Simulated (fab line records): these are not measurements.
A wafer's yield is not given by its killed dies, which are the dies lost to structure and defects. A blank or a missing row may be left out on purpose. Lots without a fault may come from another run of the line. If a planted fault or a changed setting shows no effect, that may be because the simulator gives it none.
fab line records	flow rit_cmos
record: lots: 6	wafers: 18	last_day: 8
route steps=202 shown M1@188
lots with no fault: from the same line, run without faults
start_h: hours from the record's opening day to when the first of the lot's shown wafers began	wait_h: hours from the lot's prior step to this one	" as in the row above	L1.1+2: one row covering several wafers at once	- either no value or no given start	* or withheld: withheld	< > ~ a bound
route shown NAME@n: names a module that has steps shown in the file, with the first one's number in the route	usual: the fault-free wafers' mean and standard deviation	same: alike in all rows	chamber/n: place in a boat	sites: readings site by site	_std_site: standard deviation across them	_edge_site: outer sites' mean less inner sites'	radius_mm: for every site, how far away it sits from the centre of the wafer	mask NAME#n: copy n	behind: the last tool/chamber to shape the wafer	hold: why the lot went on hold/how many hours it stayed there/how the hold came to an end	device: whichever transistor did not switch (one of n, p or np)	end of line: tests run on the same wafers once the route is complete	step lacking rows: just its recipe	killed: the dies lost at the first sort to structure and to defects; this is not the yield of the wafer	map: the dies of a wafer, with x for killed, . for not killed, _ for no die there
set.NAME: the run value of the setting; set.NAME@STEP: its run value at that earlier step	model.NAME: the simulator's own value behind a step, which no gauge read
a table for each step, a row for each wafer; lots at some steps of the route
services: a tool's chamber out of use, with start hour (start_h, from the record's first day; less than 0 if before it), hours out, and reason
== steps ==
step: RIT_M1_COAT_04
recipe: resist: NOVOLAK	spin_rpm: 2000	resist_thk_nm: 1300
step: RIT_M1_SOFTBAKE_05
recipe: resist: NOVOLAK	temp_c: 90	time_s: 60
step: RIT_M1_EXPOSE_06
recipe: mask_id: M12	na: 0.6	source_shape: conventional	sigma_outer: 0.5	target_cd_nm: 2600	dose_mj: 250
step: RIT_M1_PEB_07
recipe: resist: NOVOLAK	temp_c: withheld	time_s: withheld
step: RIT_M1_DEVELOP_08
recipe: resist: NOVOLAK	develop_time_s: 68	dev_temp_c: 23
step: RIT_M1_CD_MEAS_09
recipe: target_cd_nm: 2600
usual: cd_nm: 2600.4/2.1
lot.wafer	tool	chamber	start_h	wait_h	cd_nm
L257.1	cd_sem-02	-	67.33	-	2601.6
L257.3	"	-	"	"	2602.2
L257.5	"	-	"	"	2602.4
L263.1	cd_sem-01	-	92.40	-	2602.5
L263.2	"	-	"	"	2601.0
L263.6	"	-	"	"	2601.0
L266.3	cd_sem-01	-	106.15	-	2597.3
L266.4	"	-	"	"	2599.5
L266.5	"	-	"	"	2596.6
L271.4	cd_sem-01	-	133.05	-	2605.0
L271.5	"	-	"	"	2601.8
L271.6	"	-	"	"	2602.0
L277.2	cd_sem-02	-	171.32	-	2603.8
L277.3	"	-	"	"	2604.3
L277.4	"	-	"	"	2604.9
L278.1	cd_sem-01	-	180.55	-	2598.9
L278.2	"	-	"	"	2601.1
L278.3	"	-	"	"	2600.5
step: RIT_M1_OVL_MEAS_10
usual: M1_OVL: -0.7/1.4
lot.wafer	tool	chamber	start_h	wait_h	M1_OVL[nm]
L257.1	overlay-01	-	67.45	0.1	0.5
L257.3	"	-	"	"	-1.1
L257.5	"	-	"	"	-0.5
L263.1	overlay-01	-	92.52	0.1	-1.3
L263.2	"	-	"	"	-1.5
L263.6	"	-	"	"	1.4
L266.3	overlay-01	-	106.24	0.1	-2.5
L266.4	"	-	"	"	-2.0
L266.5	"	-	"	"	-1.6
L271.4	overlay-01	-	133.12	0.1	-1.8
L271.5	"	-	"	"	-0.3
L271.6	"	-	"	"	-0.9
L277.2	overlay-02	-	171.42	0.1	0.9
L277.3	"	-	"	"	-2.0
L277.4	"	-	"	"	1.6
L278.1	overlay-01	-	180.67	0.1	0.6
L278.2	"	-	"	"	0.6
L278.3	"	-	"	"	0.2
step: RIT_M1_HARDBAKE_11
recipe: resist: NOVOLAK	temp_c: 140	time_s: 120
step: RIT_M1_METAL_ETCH_12
recipe: stop_on: SiO2	chemistry: Cl2/BCl3	target: Al	time_s: 165	over_etch_frac: 0.5	pressure_mtorr: 100	target_depth_a: 6000	rf_w: 250	Cl2_flow_sccm: 60	bcl3_flow_sccm: 50
usual: bcl3_flow_sccm: 49.98/0.15	drypump_motor_current_A: 5.7/0.57	he_backside_leak_sccm: 3.36/0.2	oes_product_au: 0.773/0.0099	throttle_valve_pct: 8.30/0.14
lot.wafer	tool	chamber	start_h	wait_h	bcl3_flow_sccm	drypump_motor_current_A	he_backside_leak_sccm	oes_product_au	rf_hours_counter_h	throttle_valve_pct
L257.1	rie_metal-03	1	67.74	0.2	49.96	5.8	3.10	0.771	32	8.25
L257.3	"	0	"	"	49.94	5.7	3.23	0.770	-	8.40
L257.5	"	1	"	"	50.14	5.8	3.10	0.770	-	8.28
L263.1	rie_metal-03	1	92.98	0.2	50.21	5.8	3.04	0.771	33	8.26
L263.2	"	0	"	"	49.88	5.7	3.31	0.756	39	8.42
L263.6	"	0	"	"	50.03	5.7	3.19	0.768	-	8.41
L266.3	rie_metal-03	0	106.57	0.2	49.98	5.7	3.53	0.762	-	8.41
L266.4	"	1	"	"	49.80	5.8	3.22	0.778	-	8.25
L266.5	"	0	"	"	50.03	5.7	3.49	0.766	-	8.41
L271.4	rie_metal-01	0	133.45	0.1	49.98	6.1	3.37	0.780	-	8.43
L271.5	"	1	"	"	49.75	5.0	3.69	0.767	-	8.02
L271.6	"	0	"	"	50.05	6.1	3.40	0.787	-	8.44
L277.2	rie_metal-04	0	171.70	0.2	50.11	6.5	3.43	0.787	2	8.34
L277.3	"	0	"	"	49.88	6.5	3.39	0.788	-	8.35
L277.4	"	1	"	"	49.82	4.9	3.15	0.762	-	8.34
L278.1	rie_metal-03	0	180.96	0.2	49.84	5.7	3.16	0.775	0	8.38
L278.2	"	1	"	"	49.89	5.8	3.29	0.764	0	8.24
L278.3	"	1	"	"	50.00	5.8	3.13	0.778	-	8.24
step: RIT_M1_STRIP_13
recipe: chemistry: nmp	resist: NOVOLAK	temp_c: 80	time_s: 600	dry: n2_spin
step: RIT_M1_STRIP_14
recipe: chemistry: O2	time_s: 180	platen_temp_c: withheld	power_w: 500	pressure_mtorr: 4000	o2_flow_sccm: 4000
usual: drypump_motor_current_A: 5.7/0.47
lot.wafer	tool	chamber	start_h	wait_h	drypump_motor_current_A	rf_hours_counter_h
L257.1	plasma_asher-02	0	68.25	0.0	5.5	43
L257.3	"	1	"	"	5.6	-
L257.5	"	1	"	"	5.6	-
L263.1	plasma_asher-01	1	93.32	0.0	5.0	31
L263.2	"	0	"	"	5.5	31
L263.6	"	1	"	"	5.0	-
L266.3	plasma_asher-04	0	106.91	0.1	6.2	-
L266.4	"	1	"	"	6.3	-
L266.5	"	1	"	"	6.3	-
L271.4	plasma_asher-02	1	133.79	0.1	5.6	-
L271.5	"	1	"	"	5.6	-
L271.6	"	0	"	"	5.5	-
L277.2	plasma_asher-04	1	172.04	0.0	6.3	52
L277.3	"	1	"	"	6.3	-
L277.4	"	0	"	"	6.2	-
L278.1	plasma_asher-01	1	181.29	0.0	5.0	40
L278.2	"	0	"	"	5.6	40
L278.3	"	0	"	"	5.6	-
step: RIT_M1_CD_MEAS_90
recipe: target_cd_nm: 2600
usual: cd_nm: 2600.3/2.5
lot.wafer	tool	chamber	start_h	wait_h	cd_nm
L257.1	cd_sem-01	-	68.42	0.1	2601.9
L257.3	"	-	"	"	2604.0
L257.5	"	-	"	"	2601.5
L263.1	cd_sem-01	-	93.49	0.1	2600.5
L263.2	"	-	"	"	2601.5
L263.6	"	-	"	"	2601.1
L266.3	cd_sem-02	-	107.07	0.1	2597.9
L266.4	"	-	"	"	2596.8
L266.5	"	-	"	"	2597.0
L271.4	cd_sem-02	-	133.96	0.1	2604.3
L271.5	"	-	"	"	2603.2
L271.6	"	-	"	"	2601.4
L277.2	cd_sem-02	-	172.24	0.1	2601.2
L277.3	"	-	"	"	2601.5
L277.4	"	-	"	"	2604.8
L278.1	cd_sem-02	-	181.47	0.1	2599.0
L278.2	"	-	"	"	2598.5
L278.3	"	-	"	"	2598.9
step: RIT_M1_ANNEAL_15
recipe: temp_c: 450	time_s: 1800	ambient: forming_gas_H2N2
usual: spike_tc_centre_C: 453.5/0.99	spike_tc_load_C: 469.9/1	spike_tc_source_C: 467.3/0.88	tube_center_temp_C: 450/0.041	tube_center_temp_C_max: 451.16/0.18	zone_power_centre_pct: 15.97/0.16	zone_power_load_pct: 5.75/0.062	zone_power_source_pct: 6.30/0.066
lot.wafer	tool	chamber	start_h	wait_h	spike_tc_centre_C	spike_tc_load_C	spike_tc_source_C	tube_center_temp_C	tube_center_temp_C_max	zone_power_centre_pct	zone_power_load_pct	zone_power_source_pct
L257.1	furnace-02	0	68.54	0.1	454.0	468.7	466.4	450.04	451.23	16.06	5.69	6.37
L257.3	"	0	"	"	454.5	471.0	467.4	449.99	451.16	16.03	5.84	6.30
L257.5	"	0	"	"	453.0	468.7	466.7	450.04	451.08	15.63	5.76	6.23
L263.1	furnace-02	0	93.61	0.1	454.2	471.8	467.4	450	451.26	15.90	5.71	6.22
L263.2	"	0	"	"	452.4	470.6	468.4	449.96	451.17	15.98	5.79	6.32
L263.6	"	0	"	"	452.9	472.0	468.7	450.04	451.22	16.10	5.72	6.24
L266.3	furnace-02	0	107.15	0.1	454.5	471.5	465.8	449.95	451.72	15.87	5.71	6.38
L266.4	"	0	"	"	453.2	469.2	468.9	449.9	451.23	15.64	5.81	6.38
L266.5	"	0	"	"	453.6	472.1	469.5	450.03	451.18	16.04	5.77	6.40
L271.4	furnace-02	0	134.02	0.0	453.9	469.8	465.7	450	451.02	15.85	5.80	6.17
L271.5	"	0	"	"	453.3	471.5	467.1	450.04	451.11	15.94	5.77	6.40
L271.6	"	0	"	"	452.4	471.9	466.9	450.07	451.07	15.97	5.86	6.30
L277.2	furnace-02	0	172.34	0.1	392.5	408.5	407.0	389.98	391.23	13.81	4.59	4.94
L277.3	"	0	"	"	393.0	408.5	405.0	389.99	391.53	13.49	4.49	4.91
L277.4	"	0	"	"	393.6	410.2	406.6	390	391.17	13.44	4.51	5.02
L278.1	furnace-02	0	181.59	0.1	392.4	406.8	406.0	390	391.32	13.85	4.53	4.97
L278.2	"	0	"	"	394.6	408.9	406.4	389.97	390.93	13.65	4.43	5.03
L278.3	"	0	"	"	391.4	409.2	406.3	390.04	391.27	13.71	4.52	4.85
step: RIT_M1_BOW_MEAS_16
recipe: mode: bow
usual: M1_BOW: 16/6.8
lot.wafer	tool	chamber	start_h	wait_h	M1_BOW[um]
L257.1	film_metro-03	-	70.04	0.0	16
L257.3	"	-	"	"	12
L257.5	"	-	"	"	17
L263.1	film_metro-01	-	95.11	0.0	16
L263.2	"	-	"	"	31
L263.6	"	-	"	"	24
L266.3	film_metro-04	-	108.69	0.0	13
L266.4	"	-	"	"	7
L266.5	"	-	"	"	6
L271.4	film_metro-03	-	135.58	0.1	3
L271.5	"	-	"	"	13
L271.6	"	-	"	"	20
L277.2	film_metro-03	-	173.86	0.0	17
L277.3	"	-	"	"	18
L277.4	"	-	"	"	19
L278.1	film_metro-04	-	183.09	0.0	23
L278.2	"	-	"	"	16
L278.3	"	-	"	"	8
step: RIT_M1_PROBE_99
usual: defect_limited_yield: 97.3/1.1	killed_at_contacts: 0.0/0.2	killed_at_front_end: 7/3	killed_dies: 7/3	killed_open: 3.4/1.8	killed_short: 3.8/2.1	sort_bin_3_pad_short: 0.2/0.27	sort_bin_5_function: 1.5/0.8	sort_bin_6_memory: 1.1/0.7	sort_n_pass: 257/3	sort_yield_pct: 97.3/1.1
same: gross_dies: 264	killed_at_M0_to_M3: 0	killed_at_M4_up: 0	killed_at_back_side: 0	killed_at_other: 0
lot.wafer	tool	chamber	start_h	wait_h	defect_limited_yield[%]	killed_at_contacts	killed_at_front_end	killed_dies	killed_open	killed_short	sort_bin_3_pad_short[%]	sort_bin_5_function[%]	sort_bin_6_memory[%]	sort_n_pass	sort_yield_pct[%]
L257.1	prober-02	-	70.16	0.1	97.3	1	6	7	1	6	0.8	0.8	1.1	257	97.3
L257.3	prober-02	-	70.26	0.2	97.0	0	8	8	3	5	0	1.9	1.1	256	97.0
L257.5	prober-02	-	70.36	0.2	95.8	0	11	11	5	6	0	3.8	0.4	253	95.8
L263.1	prober-01	-	95.23	0.1	98.9	0	3	3	2	1	0.4	0.4	0.4	261	98.9
L263.2	prober-01	-	95.28	0.1	97.3	0	7	7	5	2	0	1.1	1.5	257	97.3
L263.6	prober-01	-	95.48	0.2	99.6	0	1	1	0	1	0	0.4	0	263	99.6
L266.3	prober-02	-	108.87	0.2	98.5	0	4	4	0	4	0	0.4	1.1	260	98.5
L266.4	prober-02	-	108.92	0.2	97.0	0	8	8	5	3	0.4	2.3	0.4	256	97.0
L266.5	prober-02	-	108.97	0.2	97.3	0	7	7	4	3	0.4	1.5	0.8	257	97.3
L271.4	prober-01	-	135.79	0.2	97.3	0	7	7	3	4	0.4	0.4	1.9	257	97.3
L271.5	prober-01	-	135.84	0.2	98.5	0	4	4	2	2	0	0	1.5	260	98.5
L271.6	prober-01	-	135.89	0.2	98.9	0	3	3	0	3	0.4	0.4	0.4	261	98.9
L277.2	prober-01	-	174.01	0.1	97.0	0	8	8	3	5	0.4	2.3	0.4	256	97.0
L277.3	prober-01	-	174.06	0.2	97.3	0	7	7	3	4	0.4	1.5	0.8	257	97.3
L277.4	prober-01	-	174.11	0.2	99.2	0	2	2	1	1	0	0	0.8	262	99.2
L278.1	prober-02	-	183.21	0.1	98.1	0	5	5	3	2	0	1.5	0.4	259	98.1
L278.2	prober-02	-	183.26	0.1	98.5	0	4	4	4	0	0	1.1	0.4	260	98.5
L278.3	prober-02	-	183.31	0.2	98.1	0	5	5	1	4	0.4	1.1	0.4	259	98.1
killed by level:class
L257.1 REOX:geometric_particle:short=3 FOX1:geometric_particle:short=1 CONTACT:geometric_particle:short=1 SPACER:geometric_particle:short=1 SILICIDE:geometric_particle:open=1
L257.3 FOX1:geometric_particle:short=2 SPACER:geometric_particle:short=2 FOX2:geometric_particle:open=1 GATE:geometric_particle:open=1 SPACER:geometric_particle:open=1 SILICIDE:geometric_particle:short=1
L257.5 FOX1:geometric_particle:open=2 REOX:geometric_particle:short=2 SILICIDE:geometric_particle:short=2 FOX1:geometric_particle:short=1 FOX2:geometric_particle:open=1 GATE:geometric_particle:open=1 SPACER:geometric_particle:short=1 SPACER:geometric_particle:open=1
L263.1 FOX1:geometric_particle:short=1 GATE:geometric_particle:open=1 SPACER:geometric_particle:open=1
L263.2 GATE:geometric_particle:open=4 FOX1:geometric_particle:open=1 GATE:geometric_particle:short=1 SPACER:geometric_particle:short=1
L263.6 SPACER:geometric_particle:short=1
L266.3 FOX1:geometric_particle:short=1 REOX:geometric_particle:short=1 SPACER:geometric_particle:short=1 SILICIDE:geometric_particle:short=1
L266.4 GATE:geometric_particle:open=3 FOX1:geometric_particle:short=1 GATE:geometric_particle:short=1 REOX:geometric_particle:open=1 SPACER:geometric_particle:open=1 SILICIDE:geometric_particle:short=1
L266.5 GATE:geometric_particle:open=3 REOX:geometric_particle:short=2 GATE:geometric_particle:short=1 REOX:geometric_particle:open=1
L271.4 GATE:geometric_particle:short=2 FOX1:geometric_particle:open=1 FOX2:geometric_particle:short=1 GATE:geometric_particle:open=1 SILICIDE:geometric_particle:short=1 SILICIDE:geometric_particle:open=1
L271.5 FOX2:geometric_particle:short=1 REOX:geometric_particle:open=1 SPACER:geometric_particle:short=1 SILICIDE:geometric_particle:open=1
L271.6 FOX1:geometric_particle:short=2 REOX:geometric_particle:short=1
L277.2 GATE:geometric_particle:short=3 FOX2:geometric_particle:open=1 GATE:geometric_particle:open=1 REOX:geometric_particle:short=1 REOX:geometric_particle:open=1 SILICIDE:geometric_particle:short=1
L277.3 GATE:geometric_particle:short=2 GATE:geometric_particle:open=2 REOX:geometric_particle:short=1 REOX:geometric_particle:open=1 SILICIDE:geometric_particle:short=1
L277.4 GATE:geometric_particle:short=1 GATE:geometric_particle:open=1
L278.1 SILICIDE:geometric_particle:open=2 GATE:geometric_particle:open=1 GATE:geometric_particle:short=1 SPACER:geometric_particle:short=1
L278.2 GATE:geometric_particle:open=3 FOX1:geometric_particle:open=1
L278.3 SILICIDE:geometric_particle:short=3 GATE:geometric_particle:short=1 SPACER:geometric_particle:open=1
== services ==
tool	chamber	start_h	hours	kind
plasma_asher-04	-	78.88	2.8	pm
rie_metal-03	-	136.12	20.0	pm
rie_metal-03	0	136.12	20.0	vent_cycle
rie_metal-03	1	136.12	20.0	vent_cycle
plasma_asher-01	-	136.21	0.6	repair
rie_metal-03	0	156.12	-	clean
rie_metal-03	1	156.12	-	clean
rie_metal-03	1	165.57	9.7	repair
== key ==
first_sign: step: RIT_M1_ANNEAL_15	reading: tube_center_temp_C	direction: down	sigmas: 99+	usual: *	struck: *
effect: step: RIT_M1_ANNEAL_15	reading: tube_center_temp_C_max	direction: down	sigmas: 99+	usual: *	struck: *
met_at RIT_M1_ANNEAL_15
struck_wafers L277.2,L277.3,L277.4,L278.1,L278.2,L278.3
onset_between 134.02 172.34
fault: kind: process_parameter_drift	tool: furnace-02	chamber: -	onset_h: 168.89	steps: RIT_M1_ANNEAL_15	channel: temp_c	offset: *	shape: step	end_h: 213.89	stated: *
